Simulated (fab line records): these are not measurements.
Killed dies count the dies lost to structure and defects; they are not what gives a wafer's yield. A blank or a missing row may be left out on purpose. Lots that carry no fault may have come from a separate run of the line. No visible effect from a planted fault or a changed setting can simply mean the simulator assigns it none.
Which tool was responsible? + flow berkeley-cmos170 + 14 lots (42 wafers sampled), 1 step of a 331-step route

== WHAT EACH GAUGE READ, for each wafer ==
The record holds no reading of a measuring or inspecting step that can be judged against a usual standard deviation.

== WHAT TOOL EACH LOT RAN ON (gives the tool, then ch and the chambers of the sampled wafers, and finally the start) ==
| lot  | UCB170_ZERO_STRIP_07                |
|------|-------------------------------------|
| L153 | plasma-asher-01 ch 0,1, day 1 19:08 |
| L154 | plasma-asher-02 ch 0,1, day 1 22:23 |
| L155 | plasma-asher-03 ch 0, day 2 02:30   |
| L157 | plasma-asher-03 ch 0,1, day 2 17:14 |
| L158 | plasma-asher-03 ch 0,1, day 2 18:18 |
| L163 | plasma-asher-02 ch 0, day 4 00:59   |
| L164 | plasma-asher-01 ch 0,1, day 4 06:47 |
| L168 | plasma-asher-01 ch 0,1, day 5 02:04 |
| L169 | plasma-asher-02 ch 0,1, day 5 02:10 |
| L170 | plasma-asher-01 ch 0,1, day 5 05:01 |
| L173 | plasma-asher-02 ch 0,1, day 5 19:59 |
| L174 | plasma-asher-02 ch 0,1, day 6 07:12 |
| L175 | plasma-asher-01 ch 0,1, day 6 11:29 |
| L176 | plasma-asher-02 ch 0,1, day 6 11:46 |
- UCB170_ZERO_STRIP_07: strips in O2.

== WHAT THE TOOLS THEMSELVES READ (means of the sampled wafers that have a number; where no wafer has one, the mark that the record gives instead) ==
UCB170_ZERO_STRIP_07.
| lot  | tool            | chamber-pressure-mTorr (mTorr) | drypump-motor-current-A (A) | oes-product-au (a.u.) | strip-time-to-endpoint-s (s) |
|------|-----------------|--------------------------------|-----------------------------|-----------------------|------------------------------|
| L153 | plasma-asher-01 | 3498                           | 5.6                         | 0.725                 | 21.50                        |
| L154 | plasma-asher-02 | 3505                           | 5.6                         | 0.733                 | 21.51                        |
| L155 | plasma-asher-03 | 3499                           | 5.1                         | 0.727                 | 21.58                        |
| L157 | plasma-asher-03 | 3501                           | 5.2                         | 0.731                 | 21.52                        |
| L158 | plasma-asher-03 | 3498                           | 5.2                         | 0.731                 | 21.37                        |
| L163 | plasma-asher-02 | -                              | -                           | -                     | -                            |
| L164 | plasma-asher-01 | -                              | -                           | -                     | -                            |
| L168 | plasma-asher-01 | 3500                           | 5.5                         | 0.728                 | 21.67                        |
| L169 | plasma-asher-02 | 3502                           | 5.2                         | 0.731                 | 21.48                        |
| L170 | plasma-asher-01 | 3502                           | 5.6                         | 0.728                 | 21.52                        |
| L173 | plasma-asher-02 | 3498                           | 5.6                         | 0.727                 | 21.55                        |
| L174 | plasma-asher-02 | 3502                           | 5.6                         | 0.725                 | 21.38                        |
| L175 | plasma-asher-01 | 3502                           | 5.5                         | 0.725                 | 21.53                        |
| L176 | plasma-asher-02 | 3498                           | 5.6                         | 0.729                 | 21.48                        |

== THE ANSWER, worked out from the rows above alone ==
Rule: the lots themselves supply what counts as usual. Put in order of their means at a reading, lots are off if they are a third of the lots or fewer, leave a main group of 4 or more, and stand apart from it by a gap of 3 or more times the standard deviation of the main group's means; of several such gaps the widest counts. The tables above print the reading to a certain number of digits; a main group whose means all agree to those digits is not used. Also off: a lot with no number at a reading for which 4 or more lots have one. All remaining lots with rows at the step are treated as sound. After the gauges, taken in route order, come the tools' own readings; for these a lot's mean is taken, as printed above. The first step at which some lot is off is used, and at that step the reading that is off furthest; a lot without a number counts as furthest.
Off: L163, L164, at UCB170_ZERO_STRIP_07 (chamber-pressure-mTorr). Without a number there: L163, L164. Main group: mean 3500 mTorr, sd 2.2.
A tool fits if, at that step or a process step before it, it ran every lot that is off, and no sound lot after the first of them. None of those tried fits.

== WHAT THE SIMULATOR HAD INSERTED ==
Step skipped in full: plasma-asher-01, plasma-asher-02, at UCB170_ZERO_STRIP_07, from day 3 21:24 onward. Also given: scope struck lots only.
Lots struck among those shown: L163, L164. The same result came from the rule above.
